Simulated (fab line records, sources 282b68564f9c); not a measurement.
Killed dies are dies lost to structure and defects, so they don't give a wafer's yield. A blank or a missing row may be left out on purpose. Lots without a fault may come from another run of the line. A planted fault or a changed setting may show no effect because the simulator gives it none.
Split-lot experiment | flow rit_cmos | 5 lots, 23 wafers read, on a route of 202 steps

THE SPLIT
At RIT_GATE_OXIDATION_05 (target thk 3 nm, ox time 270 s), the setting temp_c was moved away from the recipe's 900 C on 15 of the 23 wafers read, by -1.6% to +2.5%. The other wafers ran this setting at the recipe's value.

FROM THE SPLIT TO THE READING: what the file shows between them, 1 step
- RIT_GATE_ANNEAL_06: time 600 s

THE READING
GATE_OXIDE_THK, in nm, at RIT_GATE_THK_MEAS_07. Fault-free wafers of this fab line usually give 2.99 nm, standard deviation 0.066 nm.

wafer  | tool, chamber at the split | temp_c as run, C | against the recipe | GATE_OXIDE_THK, nm | against lot-mates on the recipe
L075.1 | -, -                       | 922.9            | +2.5%              | 3.94               | no lot-mate on the recipe
L075.3 | -, -                       | 922.9            | +2.5%              | 3.93               | no lot-mate on the recipe
L075.4 | -, -                       | 922.9            | +2.5%              | 3.89               | no lot-mate on the recipe
L075.5 | -, -                       | 922.9            | +2.5%              | 3.86               | no lot-mate on the recipe
L075.6 | -, -                       | 922.9            | +2.5%              | 3.88               | no lot-mate on the recipe
L077.1 | furnace-04, 0              | 900              | recipe             | 2.91               | -
L077.4 | furnace-04, 0              | 900              | recipe             | 3.00               | -
L077.6 | furnace-04, 0              | 900              | recipe             | 2.99               | -
L080.1 | -, -                       | 885.4            | -1.6%              | 2.49               | no lot-mate on the recipe
L080.2 | -, -                       | 885.4            | -1.6%              | 2.51               | no lot-mate on the recipe
L080.3 | -, -                       | 885.4            | -1.6%              | 2.55               | no lot-mate on the recipe
L080.5 | -, -                       | 885.4            | -1.6%              | 2.49               | no lot-mate on the recipe
L080.6 | -, -                       | 885.4            | -1.6%              | 2.55               | no lot-mate on the recipe
L081.1 | -, -                       | 886.1            | -1.5%              | 2.45               | no lot-mate on the recipe
L081.2 | -, -                       | 886.1            | -1.5%              | 2.50               | no lot-mate on the recipe
L081.4 | -, -                       | 886.1            | -1.5%              | 2.54               | no lot-mate on the recipe
L081.5 | -, -                       | 886.1            | -1.5%              | 2.51               | no lot-mate on the recipe
L081.6 | -, -                       | 886.1            | -1.5%              | 2.49               | no lot-mate on the recipe
L082.1 | -, -                       | 900              | recipe             | 3.03               | -
L082.2 | -, -                       | 900              | recipe             | 3.04               | -
L082.4 | -, -                       | 900              | recipe             | 3.05               | -
L082.5 | -, -                       | 900              | recipe             | 3.14               | -
L082.6 | -, -                       | 900              | recipe             | 3.04               | -

THE FIT
A straight line over all 23 wafers: GATE_OXIDE_THK changes by +0.337 nm for each +1% of temp_c; r = +1.00; the points scatter about the line by 0.048 nm.
Too few moved wafers have a lot-mate on the recipe to fit a line with each lot's own level taken away.

THE WHOLE CHAIN: every reading that the file lists as answering this split, in the file's order
step                  | what it does                   | reading                                                                           | change (the file's fit)               | r (the file's)
RIT_GATE_OXIDATION_05 | target thk 3 nm, ox time 270 s | SiO2_of_GATE_OXIDATION_05.thk_nm (the simulator's own value, which no gauge read) | +0.338 nm for each +1% of the setting | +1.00
RIT_GATE_THK_MEAS_07  |                                | GATE_OXIDE_THK                                                                    | +0.337 for each +1% of the setting    | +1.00

THE FILE'S OWN FIT
GATE_OXIDE_THK changes by +0.337 nm for each +1% of temp_c, r = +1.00.
